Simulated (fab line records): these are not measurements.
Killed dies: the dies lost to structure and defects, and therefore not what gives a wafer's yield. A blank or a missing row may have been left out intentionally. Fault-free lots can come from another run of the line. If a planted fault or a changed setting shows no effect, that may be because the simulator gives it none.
Which tool was responsible? ; flow rit_cmos ; 15 lots, 45 wafers sampled, at 3 steps of a route of 202

WHAT EACH GAUGE READ, for each wafer
RIT_NLDD_TW_MEAS_10.
lot;measured;on;NLDD_TW
L636;day 2 17:29;film_metro-02;2479 2479 2476
L637;day 3 00:57;film_metro-03;2479 2470 2457
L638;day 3 05:17;film_metro-02;2476 2483 2488
L639;day 3 09:58;film_metro-03;2454 2481 2474
L640;day 3 15:25;film_metro-03;2472 2474 2477
L641;day 3 22:39;film_metro-02;2483 2494 2488
L643;day 4 10:12;film_metro-02;2475 2473 2483
L646;day 4 20:37;film_metro-03;2960 2952 2939
L647;day 5 01:15;film_metro-02;2933 2929 2941
L653;day 6 07:40;film_metro-04;2931 2932 2922
L654;day 6 12:07;film_metro-02;2497 2484 2485
L655;day 6 17:28;film_metro-02;2491 2487 2493
L656;day 6 22:30;film_metro-04;2475 2465 2479
L658;day 7 09:58;film_metro-02;2505 2496 2498
L659;day 7 14:31;film_metro-02;2509 2488 2502

RIT_SDANNEAL_RS_MEAS_07: a four-point-probe measurement.
lot;measured;on;NLDD_RS (ohm/sq)
L636;day 3 01:24;film_metro-04;151.5 151.5 151.7
L637;day 3 08:49;film_metro-03;154.0 153.6 153.2
L638;day 3 13:20;film_metro-04;152.6 152.8 153.2
L639;day 3 17:55;film_metro-04;152.0 152.1 151.8
L640;day 3 23:17;film_metro-02;153.3 152.5 152.5
L641;day 4 06:23;film_metro-03;152.8 151.7 152.5
L643;day 4 17:49;film_metro-03;153.2 152.6 152.3
L646;day 5 05:13;film_metro-04;87.2 87.1 87.1
L647;day 5 11:25;film_metro-04;87.7 87.4 87.2
L653;day 6 19:12;film_metro-02;86.7 86.5 86.7
L654;day 6 20:12;film_metro-04;152.6 152.5 153.0
L655;day 7 01:27;film_metro-02;153.6 153.1 153.0
L656;day 7 09:44;film_metro-02;152.4 153.1 152.7
L658;day 7 17:49;film_metro-02;152.0 152.7 152.4
L659;day 7 23:27;film_metro-04;152.8 152.7 152.6

TOOL THAT RAN EACH LOT (tool first, then ch and the chambers of the sampled wafers, then the start)
lot;RIT_NLDD_IMPLANT_08
L636;implanter-04 ch 0, day 2 17:10
L637;implanter-04 ch 0, day 3 00:38
L638;implanter-04 ch 0, day 3 04:58
L639;implanter-03 ch 0, day 3 09:38
L640;implanter-03 ch 0, day 3 15:07
L641;implanter-02 ch 0, day 3 22:20
L643;implanter-04 ch 0, day 4 09:53
L646;implanter-03 ch 0, day 4 19:58
L647;implanter-03 ch 0, day 5 00:37
L653;implanter-04 ch 0, day 6 06:42
L654;implanter-02 ch 0, day 6 11:47
L655;implanter-04 ch 0, day 6 17:09
L656;implanter-03 ch 0, day 6 22:11
L658;implanter-04 ch 0, day 7 09:39
L659;implanter-02 ch 0, day 7 14:12
- RIT_NLDD_IMPLANT_08

AS READ BY THE TOOLS THEMSELVES (means over the sampled wafers that have a number; for cases with no such wafer, the mark the record gives instead)
RIT_NLDD_IMPLANT_08.
lot;tool;end_station_pressure_torr (Torr)
L636;implanter-04;5.36e-06
L637;implanter-04;5.14e-06
L638;implanter-04;5.22e-06
L639;implanter-03;5.50e-06
L640;implanter-03;5.67e-06
L641;implanter-02;5.47e-06
L643;implanter-04;5.28e-06
L646;implanter-03;5.04e-06
L647;implanter-03;5.24e-06
L653;implanter-04;5.31e-06
L654;implanter-02;5.39e-06
L655;implanter-04;5.03e-06
L656;implanter-03;5.30e-06
L658;implanter-04;5.20e-06
L659;implanter-02;4.97e-06

THE ANSWER, worked out from the rows above alone
Rule: what is usual is taken from the lots themselves. Put in order of their means at a reading, lots are off if they are a third of the lots or fewer, leave a main group of 4 or more, and stand apart from it by a gap of 3 or more times the standard deviation of the main group's means; of several such gaps the widest counts. The tables above print the reading to a certain number of digits; a main group whose means all agree to those digits is not used. A lot without any number at a reading at which 4 lots or more have one is off too. All remaining lots with rows at the step are treated as sound. After the gauges, taken in route order, come the tools' own readings; for these a lot's mean is taken, as printed above. At the first step where some lot is off, the reading lying furthest off is the one used; lots without a number count as furthest.
Off: L646, L647, L653, seen at RIT_NLDD_TW_MEAS_10 (NLDD_TW). The main group has a mean of 2482 with a standard deviation of 10.
A tool fits if, at a process step before that reading, it ran every lot that is off, and no sound lot after the first of them. Gauges at RIT_NLDD_TW_MEAS_10: tried the same way as those tools. Not one of the candidates tried fits.

WHAT HAD BEEN PUT IN BY THE SIMULATOR
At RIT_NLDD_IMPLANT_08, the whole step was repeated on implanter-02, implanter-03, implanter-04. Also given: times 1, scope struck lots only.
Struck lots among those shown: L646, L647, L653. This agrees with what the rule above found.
